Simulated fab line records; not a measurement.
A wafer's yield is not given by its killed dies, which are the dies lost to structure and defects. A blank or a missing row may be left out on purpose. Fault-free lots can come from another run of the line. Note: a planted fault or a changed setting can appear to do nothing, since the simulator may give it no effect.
Which tool is to blame? + flow berkeley cmos170 + 42 wafers from 14 lots sampled at 2 of the route's 331 steps

== WHAT THE GAUGES SHOWED, per wafer ==
The record holds no reading of a measuring or inspecting step that can be judged against a usual standard deviation.

== WHICH TOOL RAN EACH LOT (tool, then ch and the chambers of the sampled wafers, then the start) ==
| lot  | UCB170_PWELL_ETCH_14              | UCB170_PWELL_STRIP_16               |
|------|-----------------------------------|-------------------------------------|
| L620 | rie diel-04 ch 0,2,3, day 3 09:19 | plasma asher-03 ch 0,1, day 3 09:34 |
| L621 | rie diel-02 ch 0,2, day 3 21:20   | plasma asher-01 ch 0,1, day 3 21:37 |
| L622 | rie diel-01 ch 0,2,3, day 3 21:31 | plasma asher-02 ch 0,1, day 3 21:47 |
| L623 | rie diel-02 ch 0,3, day 3 21:37   | plasma asher-03 ch 0,1, day 3 21:52 |
| L624 | rie diel-02 ch 0,1,2, day 4 02:17 | plasma asher-02 ch 0,1, day 4 02:32 |
| L626 | rie diel-02 ch 1,2,3, day 4 12:28 | plasma asher-03 ch 0,1, day 4 12:43 |
| L628 | rie diel-04 ch 1,2,3, day 4 21:35 | plasma asher-02 ch 0,1, day 4 21:50 |
| L627 | rie diel-02 ch 0,2,3, day 4 21:49 | plasma asher-01 ch 0,1, day 4 22:04 |
| L630 | rie diel-01 ch 0,1,3, day 5 04:08 | plasma asher-01 ch 0, day 5 04:23   |
| L631 | rie diel-04 ch 0,2,3, day 5 12:26 | plasma asher-01 ch 0,1, day 5 12:41 |
| L633 | rie diel-04 ch 0,1,2, day 6 00:21 | plasma asher-01 ch 0,1, day 6 00:36 |
| L638 | rie diel-02 ch 0,2, day 7 04:56   | plasma asher-02 ch 0,1, day 7 05:11 |
| L640 | rie diel-02 ch 0,1,2, day 7 13:55 | plasma asher-01 ch 0,1, day 7 14:11 |
| L642 | rie diel-02 ch 1,3, day 8 01:59   | plasma asher-02 ch 0,1, day 8 02:14 |
- UCB170_PWELL_ETCH_14: etches Si3N4 in CH3F/Ar/O2, stops on SiO2, target depth 242 nm, time 151 s.
- UCB170_PWELL_STRIP_16: strips in O2.

== WHAT THE TOOLS THEMSELVES READ (means of the sampled wafers that have a number; where no wafer has one, the mark that the record gives instead) ==
UCB170_PWELL_ETCH_14. Usual: drypump motor current A 5.7 A, standard deviation 0.51; oes product au 0.937 a.u., standard deviation 0.013; throttle valve pct 7.98 %, standard deviation 0.05.
| lot  | tool        | drypump motor current A (A) | oes product au (a.u.) | throttle valve pct (%) | flag |
|------|-------------|-----------------------------|-----------------------|------------------------|------|
| L620 | rie diel-04 | 5.7                         | 0.943                 | 7.98                   |      |
| L621 | rie diel-02 | 5.5                         | 0.953                 | 7.98                   |      |
| L622 | rie diel-01 | 5.7                         | 0.933                 | 7.95                   |      |
| L623 | rie diel-02 | 5.5                         | 0.949                 | 8.01                   |      |
| L624 | rie diel-02 | 5.6                         | 0.941                 | 8.01                   |      |
| L626 | rie diel-02 | 6.1                         | 0.947                 | 8.02                   |      |
| L628 | rie diel-04 | 5.8                         | 0.924                 | 7.96                   |      |
| L627 | rie diel-02 | 6.0                         | 0.942                 | 7.99                   |      |
| L630 | rie diel-01 | 5.7                         | 0.931                 | 7.91                   |      |
| L631 | rie diel-04 | 5.7                         | 0.925                 | 7.98                   |      |
| L633 | rie diel-04 | 5.7                         | 0.917                 | 7.97                   |      |
| L638 | rie diel-02 | 5.5                         | 0.948                 | 7.99                   |      |
| L640 | rie diel-02 | 5.6                         | 0.947                 | 8.02                   |      |
| L642 | rie diel-02 | 5.7                         | 0.941                 | 8.06                   |      |

UCB170_PWELL_STRIP_16. Usual: drypump motor current A 6.1 A, standard deviation 0.32; oes product au 0.720 a.u., standard deviation 0.0051; strip time to endpoint s 18.07 s, standard deviation 0.072.
| lot  | tool            | drypump motor current A (A) | oes product au (a.u.) | strip time to endpoint s (s) | flag |
|------|-----------------|-----------------------------|-----------------------|------------------------------|------|
| L620 | plasma asher-03 | 6.0                         | 0.722                 | 18.12                        |      |
| L621 | plasma asher-01 | 6.4                         | 0.715                 | 18.02                        |      |
| L622 | plasma asher-02 | 5.9                         | 0.722                 | 18.13                        |      |
| L623 | plasma asher-03 | 6.0                         | 0.721                 | 18.12                        |      |
| L624 | plasma asher-02 | 5.7                         | 0.723                 | 18.01                        |      |
| L626 | plasma asher-03 | 6.0                         | 0.720                 | 18.04                        |      |
| L628 | plasma asher-02 | 5.7                         | 0.719                 | 18.14                        |      |
| L627 | plasma asher-01 | 6.4                         | 0.722                 | 18.09                        |      |
| L630 | plasma asher-01 | 6.5                         | 0.724                 | 18.08                        |      |
| L631 | plasma asher-01 | 6.4                         | 0.725                 | 17.95                        |      |
| L633 | plasma asher-01 | 6.4                         | 0.726                 | 17.97                        |      |
| L638 | plasma asher-02 | 5.7                         | 0.717                 | 18.16                        |      |
| L640 | plasma asher-01 | 6.4                         | 0.719                 | 17.99                        |      |
| L642 | plasma asher-02 | 5.9                         | 0.722                 | 17.99                        |      |

== THE ANSWER, worked out from the rows above alone ==
Rule: a lot is off if the mean of its wafers that have a number lies more than 3 standard deviations from the usual mean. Also off: a lot with no number at a reading for which 4 or more lots have one. Any other lot the step has rows for is counted as sound. Order of review: gauges by route order, followed by the tools' own readings, for which a lot's mean as printed above is used. At the first step where some lot is off, the reading lying furthest off is the one used; lots without a number count as furthest.
None of the lots is off at any reading shown; this tells nothing.

== WHAT THE SIMULATOR HAD PUT IN ==
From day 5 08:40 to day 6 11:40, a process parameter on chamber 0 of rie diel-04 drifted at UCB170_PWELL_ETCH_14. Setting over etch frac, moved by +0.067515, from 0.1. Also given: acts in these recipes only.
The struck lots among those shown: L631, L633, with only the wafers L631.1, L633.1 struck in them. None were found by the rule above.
